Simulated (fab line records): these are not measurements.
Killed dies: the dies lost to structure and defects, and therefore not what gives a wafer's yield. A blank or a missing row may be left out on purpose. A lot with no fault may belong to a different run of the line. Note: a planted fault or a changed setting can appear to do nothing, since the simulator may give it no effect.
What tool caused it? :: flow ritCmos :: Sampling: 14 lots, 42 wafers, 2 of 202 route steps

== WHAT THE GAUGES READ, wafer by wafer ==
Not one reading of a measure or inspect step in the record can be checked against a usual standard deviation.

== EACH LOT AND THE TOOL THAT RAN IT (in order: tool; ch and the chambers of the sampled wafers; start) ==
lot: L702
RIT_SPACER_CLEAN_00: wetBench-02 ch 3, day 3 08:19
RIT_M1_PROBE_99: -

lot: L705
RIT_SPACER_CLEAN_00: wetBench-03 ch 3, day 3 19:09
RIT_M1_PROBE_99: -

lot: L706
RIT_SPACER_CLEAN_00: wetBench-03 ch 1, day 3 22:51
RIT_M1_PROBE_99: -

lot: L707
RIT_SPACER_CLEAN_00: wetBench-03 ch 0, day 4 04:12
RIT_M1_PROBE_99: -

lot: L708
RIT_SPACER_CLEAN_00: wetBench-03 ch 0, day 4 07:22
RIT_M1_PROBE_99: -

lot: L709
RIT_SPACER_CLEAN_00: wetBench-02 ch 0, day 4 13:28
RIT_M1_PROBE_99: -

lot: L710
RIT_SPACER_CLEAN_00: wetBench-01 ch 1, day 4 17:02
RIT_M1_PROBE_99: -

lot: L712
RIT_SPACER_CLEAN_00: wetBench-02 ch 1, day 5 02:17
RIT_M1_PROBE_99: -

lot: L711
RIT_SPACER_CLEAN_00: wetBench-02 ch 1, day 5 03:23
RIT_M1_PROBE_99: -

lot: L715
RIT_SPACER_CLEAN_00: wetBench-01 ch 1, day 5 17:45
RIT_M1_PROBE_99: -

lot: L716
RIT_SPACER_CLEAN_00: wetBench-02 ch 0, day 5 23:10
RIT_M1_PROBE_99: prober-02, day 6 13:02

lot: L717
RIT_SPACER_CLEAN_00: wetBench-03 ch 3, day 6 05:44
RIT_M1_PROBE_99: prober-01, day 6 19:31

lot: L724
RIT_SPACER_CLEAN_00: wetBench-02 ch 2, day 7 15:25
RIT_M1_PROBE_99: -

lot: L725
RIT_SPACER_CLEAN_00: wetBench-03 ch 0, day 7 19:47
RIT_M1_PROBE_99: -
- RIT_SPACER_CLEAN_00: cleans in SC1, time 600 s.
- RIT_M1_PROBE_99

== WHAT THE TOOLS THEMSELVES READ (means of the sampled wafers that have a number; where no wafer has one, the mark that the record gives instead) ==
RIT_SPACER_CLEAN_00.
lot: L702
tool: wetBench-02
bathGuardTempC (C): 75.8
bathHeatDutyPct (%): 13.8

lot: L705
tool: wetBench-03
bathGuardTempC (C): 74.5
bathHeatDutyPct (%): 16.4

lot: L706
tool: wetBench-03
bathGuardTempC (C): 75.4
bathHeatDutyPct (%): 14.8

lot: L707
tool: wetBench-03
bathGuardTempC (C): 75.7
bathHeatDutyPct (%): 12.5

lot: L708
tool: wetBench-03
bathGuardTempC (C): 75.6
bathHeatDutyPct (%): 11.9

lot: L709
tool: wetBench-02
bathGuardTempC (C): 75.2
bathHeatDutyPct (%): 13.6

lot: L710
tool: wetBench-01
bathGuardTempC (C): 74.9
bathHeatDutyPct (%): 16.6

lot: L712
tool: wetBench-02
bathGuardTempC (C): 75.1
bathHeatDutyPct (%): 16.3

lot: L711
tool: wetBench-02
bathGuardTempC (C): 75.1
bathHeatDutyPct (%): 16.3

lot: L715
tool: wetBench-01
bathGuardTempC (C): 74.9
bathHeatDutyPct (%): 16.5

lot: L716
tool: wetBench-02
bathGuardTempC (C): -
bathHeatDutyPct (%): -

lot: L717
tool: wetBench-03
bathGuardTempC (C): -
bathHeatDutyPct (%): -

lot: L724
tool: wetBench-02
bathGuardTempC (C): 74.8
bathHeatDutyPct (%): 16.5

lot: L725
tool: wetBench-03
bathGuardTempC (C): 75.5
bathHeatDutyPct (%): 11.9

RIT_M1_PROBE_99.
lot: L716
tool: prober-02
killedAtContacts: 0.0
killedAtFrontEnd: 2
killedDies: 2
killedOpen: 1.0
killedShort: 1.0

lot: L717
tool: prober-01
killedAtContacts: 0.0
killedAtFrontEnd: 9
killedDies: 9
killedOpen: 6.0
killedShort: 3.0

== THE ANSWER, worked out from the rows above alone ==
Rule: what is usual is taken from the lots themselves. Put in order of their means at a reading, lots are off if they are a third of the lots or fewer, leave a main group of 4 or more, and stand apart from it by a gap of 3 or more times the standard deviation of the main group's means; of several such gaps the widest counts. A main group is skipped when, at the precision printed for the reading in the tables above, its means are all equal. Also off: a lot with no number at a reading for which 4 or more lots have one. The other lots that the step has rows for count as sound. The gauges are gone through in route order, then the tools' own readings, and for those a lot's mean is taken as printed above. The first step at which some lot is off is used, and at that step the reading that is off furthest; a lot without a number counts as furthest.
Off: L716, L717 (RIT_SPACER_CLEAN_00, bathGuardTempC). Without a number there: L716, L717. The main group has a mean of 75.2 C with a standard deviation of 0.38.
A tool fits if, at that step or a process step before it, it ran every lot that is off, and no sound lot after the first of them. No candidate that was tried fits.

== WHAT HAD BEEN PUT IN BY THE SIMULATOR ==
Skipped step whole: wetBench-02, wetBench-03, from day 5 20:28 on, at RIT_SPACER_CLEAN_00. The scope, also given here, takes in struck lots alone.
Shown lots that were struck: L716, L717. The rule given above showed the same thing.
